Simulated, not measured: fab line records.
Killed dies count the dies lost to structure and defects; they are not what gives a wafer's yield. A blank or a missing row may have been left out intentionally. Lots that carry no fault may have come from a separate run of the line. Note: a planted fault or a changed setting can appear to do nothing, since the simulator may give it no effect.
Struck lot and sound lot, side by side ; flow rit-cmos ; 16 steps out of a route of 202
Sound: wafers L285.1, L285.3, L285.5. Struck: wafers L302.2, L302.6. (L302.5 of the same lot was not struck and is left out.) The cause comes at the end.
Each step with rows lists, per side, the tool, then ch with its chambers, then its first start. Under that, the readings that differ: sound wafers ; struck wafers ; difference of the means ; sigmas: that difference in standard deviations of wafers without a fault.
alike: readings whose means differ by less than 2 such deviations, and words and numbers that are the same on both sides. not compared: withheld readings, readings that some wafer has no value for, bounds like >300 that may hide the same value, and numbers for which the record gives no deviation and whose values overlap.
The two part at a step that has a row with sigmas, a row that says differs or no value, or rows on one side only. When numbers do not overlap yet have no deviation, they are printed without sigmas and do not part them. A reading missing from all wafers of one side parts the sides only when that side holds two or more wafers.

first, 1 step without rows for these wafers: RIT_PSD_IMPLANT_08.
RIT_PSD_STRIP_09: strips in O2, time 180 s.
  sound on plasma-asher-02 ch 0,1, day 4 04:03; struck on plasma-asher-04 ch 0, day 7 14:56
  alike: drypump-motor-current-A
  not compared: rf-hours-counter-h
RIT_PSD_TW_MEAS_10:
  sound on film-metro-02 at day 4 04:14; struck on film-metro-03 at day 7 15:08
reading;sound;struck;difference;sigmas
PSD_TW;3406 3403 3409;3423 3445;+28;+2
then, 3 steps without rows for these wafers: RIT_SDANNEAL_CLEAN_00 (cleans in SC1, time 600 s); RIT_SDANNEAL_CLEAN_01 (cleans in dHF, time 30 s); RIT_SDANNEAL_CLEAN_02 (cleans in SC2, time 600 s).
RIT_SDANNEAL_RTA_03: time 5 s.
  sound on rtp-anneal-02 ch 0, day 4 04:39; struck on rtp-anneal-01 ch 0, day 7 15:33
  alike: wafer_temp_C_max
RIT_SDANNEAL_RS_MEAS_04: a four-point-probe measurement.
  sound on film-metro-03 at day 4 04:43; struck on film-metro-04 at day 7 15:37
  alike: PSD_RS
RIT_SDANNEAL_RS_MEAS_05: a four-point-probe measurement.
  sound on film-metro-03 at day 4 04:50; struck on film-metro-04 at day 7 15:44
  alike: NSD_RS
RIT_SDANNEAL_RS_MEAS_06: a four-point-probe measurement.
  sound on film-metro-03 at day 4 04:57; struck on film-metro-04 at day 7 15:52
  alike: PLDD_RS
RIT_SDANNEAL_RS_MEAS_07: a four-point-probe measurement.
  sound on film-metro-03 at day 4 05:04; struck on film-metro-04 at day 7 15:59
  alike: NLDD_RS
then, 1 step without rows for these wafers: RIT_SILICIDE_WET_ETCH_00 (etches SiO2 in BOE, target depth 14 nm, time 15 s).
RIT_SILICIDE_SPUTTER_01: material Ti, target thk 30 nm, time 240 s.
  sound on pvd-sputter-03 at day 4 05:12; struck on pvd-sputter-03 at day 7 16:06
reading;sound;struck;difference;sigmas
chamber-pressure-pa (Pa);0.6688 0.6698 0.6685;0.6464 0.6488;-0.0214;-16
  alike: throttle-valve-pct
RIT_SILICIDE_RS_MEAS_02: a four-point-probe measurement.
  sound on film-metro-04 at day 4 05:21; struck on film-metro-04 at day 7 16:16
reading;sound;struck;difference;sigmas
SILICIDE_TI_RS (ohm/sq);49.9 49.5 49.5;45.5 46.3;-3.7;-7
RIT_SILICIDE_THK_MEAS_03: measures by xrf.
  sound on film-metro-04 at day 4 05:28; struck on film-metro-04 at day 7 16:23
  alike: SILICIDE_TI_THK
RIT_M1_PROBE_99:
  sound on prober-01 at day 4 11:56; struck on prober-02 at day 7 23:05
  alike: killed-at-front-end, killed-dies, killed-on-rim, killed-open, killed-short

## WHERE THEY PART
At RIT_PSD_TW_MEAS_10 first; at RIT_SILICIDE_RS_MEAS_02 last (within this record only). Later steps at which nothing parts them and some readings are alike: RIT_SILICIDE_THK_MEAS_03, RIT_M1_PROBE_99.

WHY: the cause the simulator had injected
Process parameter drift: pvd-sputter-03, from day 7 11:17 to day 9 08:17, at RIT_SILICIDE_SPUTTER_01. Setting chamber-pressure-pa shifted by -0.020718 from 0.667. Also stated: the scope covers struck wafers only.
